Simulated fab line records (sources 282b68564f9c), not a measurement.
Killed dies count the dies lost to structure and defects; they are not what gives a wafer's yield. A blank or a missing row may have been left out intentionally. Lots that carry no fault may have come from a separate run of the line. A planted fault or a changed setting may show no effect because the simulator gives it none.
The tool behind it: which one? | flow ritCmos | 42 wafers from 14 lots sampled at 4 of the route's 202 steps

## WHAT EACH GAUGE READ, for each wafer
RIT_ACTIVE_THK_MEAS_02. Usual: ACTIVE_OXIDE_THK typically reads 42.8 nm, with standard deviation 0.87.
lot  | measured    | on           | ACTIVE_OXIDE_THK (nm) | flag
L860 | day 1 17:08 | filmMetro-03 | 42.2 42.1 43.3        | 
L863 | day 2 10:25 | filmMetro-02 | 42.9 42.3 42.8        | 
L864 | day 2 13:35 | filmMetro-02 | 42.3 42.6 42.4        | 
L865 | day 2 18:52 | filmMetro-04 | 44.2 44.3 44.0        | 
L866 | day 3 01:07 | filmMetro-03 | 43.6 43.1 42.9        | 
L867 | day 3 04:33 | filmMetro-04 | 43.0 42.0 42.8        | 
L868 | day 3 09:29 | filmMetro-03 | 43.0 42.9 42.8        | 
L869 | day 3 14:38 | filmMetro-03 | 41.8 41.6 42.2        | 
L872 | day 4 06:41 | filmMetro-03 | 42.5 42.8 42.9        | 
L873 | day 4 10:03 | filmMetro-04 | 41.9 41.4 40.5        | 
L878 | day 5 13:25 | filmMetro-04 | 41.8 41.9 41.7        | 
L879 | day 5 16:10 | filmMetro-03 | 43.4 43.1 43.3        | 
L881 | day 6 02:17 | filmMetro-04 | 42.2 42.0 42.3        | 
L882 | day 6 10:11 | filmMetro-03 | 44.6 44.8 44.5        | 

RIT_GATE_THK_MEAS_07. Usual: GATE_OXIDE_THK typically reads 3.02 nm, with standard deviation 0.051.
lot  | measured    | on           | GATE_OXIDE_THK (nm) | flag
L860 | day 3 01:23 | filmMetro-03 | 3.07 3.07 3.06      | 
L863 | day 3 14:59 | filmMetro-03 | 3.05 3.08 3.06      | 
L864 | day 3 16:13 | filmMetro-01 | 2.99 3.01 3.03      | 
L865 | day 3 20:38 | filmMetro-03 | 2.94 2.96 3.00      | 
L866 | day 4 06:42 | filmMetro-02 | 2.96 2.95 2.89      | 
L867 | day 4 11:00 | filmMetro-03 | 2.98 3.06 3.02      | 
L868 | day 4 09:41 | filmMetro-01 | 3.00 3.04 3.03      | 
L869 | day 4 19:46 | filmMetro-01 | 2.99 3.01 2.96      | 
L878 | day 6 13:41 | filmMetro-03 | 3.06 3.06 3.10      | 
L879 | day 6 14:39 | filmMetro-03 | 3.10 3.07 3.05      | 
L881 | day 7 04:25 | filmMetro-03 | 3.06 2.97 3.02      | 
L882 | day 7 11:22 | filmMetro-01 | 3.04 3.02 2.98      | 

## TOOL THAT RAN EACH LOT (tool first, then ch and the chambers of the sampled wafers, then the start)
lot  | RIT_FOX2_OXIDATION_00        | RIT_NRETRO_STRIP_09
L860 | furnace-03 ch 0, day 2 02:08 | plasmaAsher-03 ch 0,1, day 2 17:12
L863 | furnace-04 ch 0, day 2 15:37 | plasmaAsher-01 ch 0,1, day 3 06:35
L864 | furnace-03 ch 0, day 2 21:26 | plasmaAsher-02 ch 0,1, day 3 09:46
L865 | furnace-04 ch 0, day 3 01:26 | plasmaAsher-02 ch 0,1, day 3 16:28
L866 | furnace-03 ch 0, day 3 09:28 | plasmaAsher-03 ch 0,1, day 3 22:41
L867 | furnace-03 ch 0, day 3 14:39 | plasmaAsher-01 ch 0,1, day 4 06:44
L868 | furnace-03 ch 0, day 3 16:29 | plasmaAsher-01 ch 0,1, day 4 05:20
L869 | furnace-04 ch 0, day 3 20:47 | plasmaAsher-02 ch 0,1, day 4 11:01
L872 | furnace-03, day 4 11:48      | -
L873 | furnace-03, day 4 18:11      | -
L878 | furnace-03 ch 0, day 5 19:52 | plasmaAsher-03 ch 0,1, day 6 10:00
L879 | furnace-04 ch 0, day 5 23:01 | plasmaAsher-02 ch 0,1, day 6 11:05
L881 | furnace-03 ch 0, day 6 10:31 | plasmaAsher-01 ch 0,1, day 6 23:59
L882 | furnace-01 ch 0, day 6 15:16 | plasmaAsher-01 ch 0,1, day 7 05:29
- RIT_FOX2_OXIDATION_00: target thk 350.7 nm, ox time 1130 s.
- RIT_NRETRO_STRIP_09: strips in O2, time 180 s.

## WHAT THE TOOLS THEMSELVES READ (means of the sampled wafers that have a number; where no wafer has one, the mark that the record gives instead)
RIT_FOX2_OXIDATION_00. Usual: oxTempC 1100.1 C, standard deviation 0.47; oxTempCMax 1107.1, standard deviation 1.6.
lot  | tool       | oxTempC (C) | oxTempCMax | flag
L860 | furnace-03 | 1100.3      | 1107.9     | 
L863 | furnace-04 | 1099.5      | 1106.2     | 
L864 | furnace-03 | 1099.7      | 1108.5     | 
L865 | furnace-04 | 1099.9      | 1105.6     | 
L866 | furnace-03 | 1099.6      | 1107.3     | 
L867 | furnace-03 | 1100.2      | 1108.5     | 
L868 | furnace-03 | 1100.0      | 1109.0     | 
L869 | furnace-04 | 1100.1      | 1106.0     | 
L872 | furnace-03 | -           | -          | OFF
L873 | furnace-03 | -           | -          | OFF
L878 | furnace-03 | 1100.3      | 1110.2     | 
L879 | furnace-04 | 1100.1      | 1105.3     | 
L881 | furnace-03 | 1099.9      | 1109.8     | 
L882 | furnace-01 | 1100.2      | 1107.6     | 

RIT_NRETRO_STRIP_09. Usual: drypumpMotorCurrentA at 5.7 A, with a standard deviation of 0.5.
lot  | tool           | drypumpMotorCurrentA (A) | flag
L860 | plasmaAsher-03 | 5.1                      | 
L863 | plasmaAsher-01 | 5.8                      | 
L864 | plasmaAsher-02 | 6.4                      | 
L865 | plasmaAsher-02 | 6.4                      | 
L866 | plasmaAsher-03 | 5.2                      | 
L867 | plasmaAsher-01 | 5.9                      | 
L868 | plasmaAsher-01 | 5.9                      | 
L869 | plasmaAsher-02 | 6.4                      | 
L878 | plasmaAsher-03 | 5.2                      | 
L879 | plasmaAsher-02 | 6.4                      | 
L881 | plasmaAsher-01 | 5.8                      | 
L882 | plasmaAsher-01 | 5.9                      | 

## THE ANSWER, worked out from the rows above alone
Rule: lot off if the mean of its wafers having a number is beyond 3 standard deviations from the usual mean. Also off: a lot with no number at a reading for which 4 or more lots have one. Where the step has rows for the other lots, those lots are counted as sound. The gauges are gone through in route order, then the tools' own readings, and for those a lot's mean is taken as printed above. At the first step where some lot is off, the reading lying furthest off is the one used; lots without a number count as furthest.
Off: L872, L873 (RIT_FOX2_OXIDATION_00, oxTempC). Without a number there: L872, L873.
If a tool, at that step or one of the process steps before it, ran each lot that is off and ran no sound lot following the first of them, it fits. No candidate that was tried fits.

## WHAT WAS PUT IN BY THE SIMULATOR
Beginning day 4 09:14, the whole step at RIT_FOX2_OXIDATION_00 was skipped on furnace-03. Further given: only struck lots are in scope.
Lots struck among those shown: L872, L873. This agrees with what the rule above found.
